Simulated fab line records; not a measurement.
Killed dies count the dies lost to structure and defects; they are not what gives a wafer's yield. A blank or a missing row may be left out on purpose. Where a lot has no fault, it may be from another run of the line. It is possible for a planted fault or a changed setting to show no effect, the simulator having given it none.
A lot that was struck, set against a sound lot    flow rit_cmos    18 steps out of a route of 202
Sound: these wafers, L896.3, L896.4, L896.5. Struck: wafer L906.1 (left out: L906.4, L906.5 of the same lot, which were not struck); the cause appears at the end.
Each step with rows lists, per side, the tool, then ch with its chambers, then its first start. Under that, the readings that differ: sound wafers    struck wafers    difference of the means    sigmas: that difference in standard deviations of wafers without a fault.
alike: same words and numbers on both sides, and readings whose means sit less than 2 such deviations apart. not compared: any withheld reading, any reading some wafer has no value for, any bound like >300 that may hide the same value, and any number with overlapping values for which the record gives no deviation.
A row with sigmas, a row that says differs or no value, or rows on one side alone: a step with any of these is where the two part. Numbers that have no deviation but don't overlap get no sigmas and don't part them. A reading that every wafer of one side lacks parts them only if that side has two wafers or more.

RIT_M1_SPUTTER_00: material Al, target thk 400 nm, time 500 s.
  sound on pvd_sputter-04 at day 4 02:32; struck on pvd_sputter-01 at day 6 04:53
  alike: throttle_valve_pct
RIT_M1_RS_MEAS_01: the measuring method here is four-point-probe.
  sound on film_metro-04 at day 4 02:52; struck on film_metro-04 at day 6 05:11
  alike: M1_AL_RS
RIT_M1_THK_MEAS_02: measures by xrf.
  sound on film_metro-04 at day 4 02:58; struck on film_metro-04 at day 6 05:18
  alike: M1_AL_THK
then, 6 steps without rows for these wafers: RIT_M1_HMDS_03 (prime time 60 s); RIT_M1_COAT_04 (resist thk 1300 nm); RIT_M1_SOFTBAKE_05 (time 60 s); RIT_M1_EXPOSE_06 (exposes mask M12, target cd 2600 nm); RIT_M1_PEB_07; RIT_M1_DEVELOP_08 (develop time 68 s).
RIT_M1_CD_MEAS_09: target cd 2600 nm.
  sound on cd_sem-01 at day 4 03:56; struck on cd_sem-01 at day 6 06:14
reading     sound                 struck  difference  sigmas
cd_nm (nm)  2596.4 2598.9 2599.6  2605.9  +7.6        +4
RIT_M1_OVL_MEAS_10:
  sound on overlay-02 at day 4 04:01; struck on overlay-02 at day 6 06:22
  alike: M1_OVL
then, 1 step without rows for these wafers: RIT_M1_HARDBAKE_11 (time 120 s).
RIT_M1_METAL_ETCH_12: etches Al in Cl2/BCl3, stops on SiO2, time 165 s, target depth 600 nm.
  sound on rie_metal-02 ch 0,1, day 4 04:21; struck on rie_metal-01 ch 0, day 6 06:39
reading                                   sound              struck  difference                    sigmas
rf_hours_counter_h (h)                    - - -              1.3     no value on the sound wafers  
model.NOVOLAK_of_M1_COAT_04.thk_nm (nm)   818 813 819.4      618.7   -198.1                        
model.SiO2_of_CONTACT_CVD_00.thk_nm (nm)  364.5 363.3 364.4  339.4   -24.7                         
model.M1.feature_depth_nm (nm)            434.2 434.8 436.5  450.9   +15.7                         
  alike: drypump_motor_current_A, oes_product_au, throttle_valve_pct
then, 1 step without rows for these wafers: RIT_M1_STRIP_13 (strips in nmp, time 600 s).
RIT_M1_STRIP_14: strips in O2, time 180 s.
  sound on plasma_asher-03 ch 0,1, day 4 04:41; struck on plasma_asher-03 ch 0, day 6 06:59
reading                 sound  struck  difference                    sigmas
rf_hours_counter_h (h)  - - -  1       no value on the sound wafers  
  alike: drypump_motor_current_A
RIT_M1_CD_MEAS_90: target cd 2600 nm.
  sound on cd_sem-01 at day 4 04:51; struck on cd_sem-01 at day 6 07:10
reading     sound                 struck  difference  sigmas
cd_nm (nm)  2598.9 2598.1 2599.7  2591.5  -7.4        -3
then, 1 step without rows for these wafers: RIT_M1_ANNEAL_15 (time 1800 s).
RIT_M1_PROBE_99:
  sound on prober-01 at day 4 07:11; struck on prober-01 at day 6 09:51
reading                                  sound                        struck    difference  sigmas
model.etest.m1.width_nm (nm)             2593 2590 2595               2589      -4          
model.etest.antenna_m1.gate_log10_a_cm2  -6.315 -6.338 -6.613         -6.211    +0.211      
model.etest.antenna_m1.vt_shift_v (V)    -0.0126 -0.009572 -0.008465  -0.03429  -0.02408    
  alike: defect_limited_yield, killed_at_front_end, killed_dies, killed_open, killed_short, sort_bin_3_pad_short, sort_bin_5_function, sort_bin_6_memory, sort_n_pass, sort_yield_pct

WHERE THEY PART
Last at RIT_M1_CD_MEAS_90 as far as this record goes, first at RIT_M1_CD_MEAS_09. Later steps at which nothing parts them and some readings are alike: RIT_M1_PROBE_99.

WHY: whatever the simulator had introduced
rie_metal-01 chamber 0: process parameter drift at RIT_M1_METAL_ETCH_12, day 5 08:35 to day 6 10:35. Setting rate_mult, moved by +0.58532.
